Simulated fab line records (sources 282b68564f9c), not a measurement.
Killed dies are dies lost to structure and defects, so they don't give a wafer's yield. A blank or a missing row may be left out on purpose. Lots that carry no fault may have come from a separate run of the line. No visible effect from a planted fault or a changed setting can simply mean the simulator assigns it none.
Problem report, 8D (eight disciplines) form, completed by code	flow ritCmos	the parts of the form that need people (team, actions taken, sign-off) are left out

## 1. WHAT WENT WRONG
SILICIDE_TI_RS at RIT_SILICIDE_RS_MEAS_02 reads a mean of 32.5 ohm/sq on 1 wafer of 1 lot; wafers without a fault read 47.9 ohm/sq with a standard deviation of 0.74. That is -21 standard deviations from the usual mean.
The step: measures by four-point-probe.
The first sign was on wafer L426.3 at day 5 00:40, on filmMetro-04. At this step, 39 wafers from 13 lots have a number in the record. By rule, "out" or "out of limits" means more than 4 standard deviations away from the usual mean. The rest of the wafers with a number are treated as sound.

## 2. WHAT THIS IS AND IS NOT
question	is	is not
which readings at this step	SILICIDE_TI_RS	-
which lots	L426	L418, L419, L420, L421, L422, L423, L424, L428, L431, L435, L439, L440
which wafers of those lots	L426.3	L426.4, L426.6
read on which gauges	filmMetro-04	filmMetro-02, filmMetro-03
when	from day 5 00:40	up to then (23 sound wafers); but 15 sound wafers of L428, L431, L435, L439, L440 came after

## 3. WHAT RULES OUT EACH SUSPECT
Counting: a tool at a process step up to the reading stays a suspect if it ran every lot that is out. Sound lots after the first of them don't rule it out here, since some wafers of a struck lot are sound.
- the gauge at RIT_SILICIDE_RS_MEAS_02: kept. All the wafers that are out were read on filmMetro-04, and no step on other tools shows them out.
- pvdSputter-02 at RIT_SILICIDE_SPUTTER_01 (material Ti, target thk 30 nm, time 240 s): kept. The lot that is out, L426, ran on it at day 5 00:28; the last sound lot it ran before that was L424, at day 4 08:29.
The count leaves filmMetro-04 at RIT_SILICIDE_RS_MEAS_02 and pvdSputter-02 at RIT_SILICIDE_SPUTTER_01.

## 4. THE CAUSE (what the simulator had put in)
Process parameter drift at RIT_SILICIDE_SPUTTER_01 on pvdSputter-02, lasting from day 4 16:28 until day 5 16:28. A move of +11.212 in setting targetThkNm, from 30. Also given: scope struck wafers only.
Counting leaves 2 suspects; this tool is one of them.

## 5. SEQUENCE OF EFFECTS, ordered by route
Each row: a reading whose mean over the struck wafers that have a number lies more than 3 standard deviations from the usual. Only readings whose record carries a usual standard deviation are examined. hours: median over the lots of the time between each lot's start at the first step of this table that gives one and its start at this step. sigmas: the change, counted in usual standard deviations.
hours	step	reading	usual	on struck wafers	change	sigmas
0	RIT_SILICIDE_RS_MEAS_02	SILICIDE_TI_RS	47.9 ohm/sq	32.5	-15.4	-21
0	RIT_SILICIDE_THK_MEAS_03	SILICIDE_TI_THK	30.0 nm	41.0	+11.0	+30

## 6. HOW IT WOULD HAVE BEEN CAUGHT EARLIER
Counted from the fault's start at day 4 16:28, it took 8 hours until the first out-of-limits reading at a measuring or inspecting step in this record, taken at day 5 00:40.
An alarm limit of 4 standard deviations would not have fired on the tool readings at RIT_SILICIDE_SPUTTER_01 for which the record gives a usual standard deviation, since none of them was out on any struck wafer.
Each of the lots that are out, 1 in all, had begun RIT_SILICIDE_SPUTTER_01 on pvdSputter-02 no later than day 5 00:40. Had the tool been put on hold then, not one of them would have been saved.
